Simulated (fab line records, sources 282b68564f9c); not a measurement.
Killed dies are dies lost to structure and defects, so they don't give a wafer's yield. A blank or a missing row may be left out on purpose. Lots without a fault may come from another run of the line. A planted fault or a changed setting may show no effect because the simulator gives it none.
One fault seen from 2 desks | flow rit_cmos | each desk has only its own numbers; what lay behind them comes last

THE TOOL OWNER'S DESK: pvd_sputter-02
The tool's own readings at RIT_M1_SPUTTER_00 (material Al, target thk 400 nm, time 500 s): means of the sampled wafers that have a number, for each lot that ran on this tool. A lot is out of limits, marked OUT, if its mean lies more than 4 standard deviations from the usual mean; the brackets give that distance.
Columns: A = chamber_pressure_pa at RIT_M1_SPUTTER_00, usual 0.3999 Pa; B = throttle_valve_pct at RIT_M1_SPUTTER_00, usual 30.6 %
lot  | first seen here | A                | B
L164 | day 3 04:57     | 0.4000           | 30.7
L166 | day 3 14:13     | 0.3999           | 30.4
L168 | day 4 05:19     | 0.4007           | 31.0
L170 | day 4 17:35     | 0.4000           | 30.2
L172 | day 5 07:41     | 0.3992           | 30.6
L174 | day 5 13:18     | 0.3994           | 30.8
L177 | day 5 23:20     | 0.3554 (-59) OUT | 32.5
L178 | day 6 05:34     | 0.3550 (-60) OUT | 33.2
This desk's finding: out of limits on L177, L178; first on L177, day 5 23:20 (chamber_pressure_pa at RIT_M1_SPUTTER_00). In limits: L164, L166, L168, L170, L172, L174.

THE METROLOGY DESK
What the gauges read, lot by lot, whatever tool the lot ran on: means of the sampled wafers that have a number. A lot is out of limits, marked OUT, if its mean lies more than 4 standard deviations from the usual mean; the brackets give that distance.
Columns: A = ACTIVE_NITRIDE_THK at RIT_ACTIVE_THK_MEAS_04, usual 150.9 nm; B = PRETRO_OVL at RIT_PRETRO_OVL_MEAS_06, usual -0.4 nm; C = cd_nm at RIT_GATE_CD_MEAS_90, usual 150.1 nm
lot  | first seen here | A     | B    | C
L164 | day 1 13:33     | 150.9 | -0.8 | 147.7
L165 | day 1 18:32     | 150.5 | 0.1  | 150.2
L166 | day 1 23:32     | 152.1 | -2.4 | 153.2
L167 | day 2 04:32     | 150.2 | -0.5 | 150.9
L168 | day 2 09:32     | 150.8 | 1.0  | 149.4
L170 | day 2 19:34     | 151.3 | -1.9 | 151.5
L171 | day 3 00:33     | 150.7 | -1.0 | 151.8
L172 | day 3 05:32     | 149.2 | -0.9 | 149.0
L174 | day 3 15:40     | 150.5 | -0.0 | 150.4
L177 | day 4 07:55     | 151.2 | -0.9 | 149.5
L178 | day 4 11:32     | 149.0 | -0.9 | 150.4
L181 | day 5 03:24     | 151.4 | -1.2 | 149.7
L184 | day 5 17:32     | 151.4 | -0.7 | 148.8
L185 | day 5 22:32     | 150.4 | -0.1 | 151.6
This desk's finding: nothing out of limits on any of the 14 lots.

PUT TOGETHER
The tool owner's desk could have raised an alarm at day 5 23:20, on L177, L178.
The metrology desk saw nothing out of limits.
The metrology desk has L177, L178 on record, within its limits.
Of the lots named, all ran RIT_M1_SPUTTER_00 on pvd_sputter-02.

WHAT THE SIMULATOR HAD PUT IN
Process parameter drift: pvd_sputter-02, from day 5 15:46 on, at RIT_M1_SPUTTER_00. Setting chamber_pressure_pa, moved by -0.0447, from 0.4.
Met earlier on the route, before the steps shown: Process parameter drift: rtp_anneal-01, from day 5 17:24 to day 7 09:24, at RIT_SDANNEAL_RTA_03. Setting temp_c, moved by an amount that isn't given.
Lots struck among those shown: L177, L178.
Hours from the fault's start to each desk's first reading out of limits: the tool owner's desk, 8.
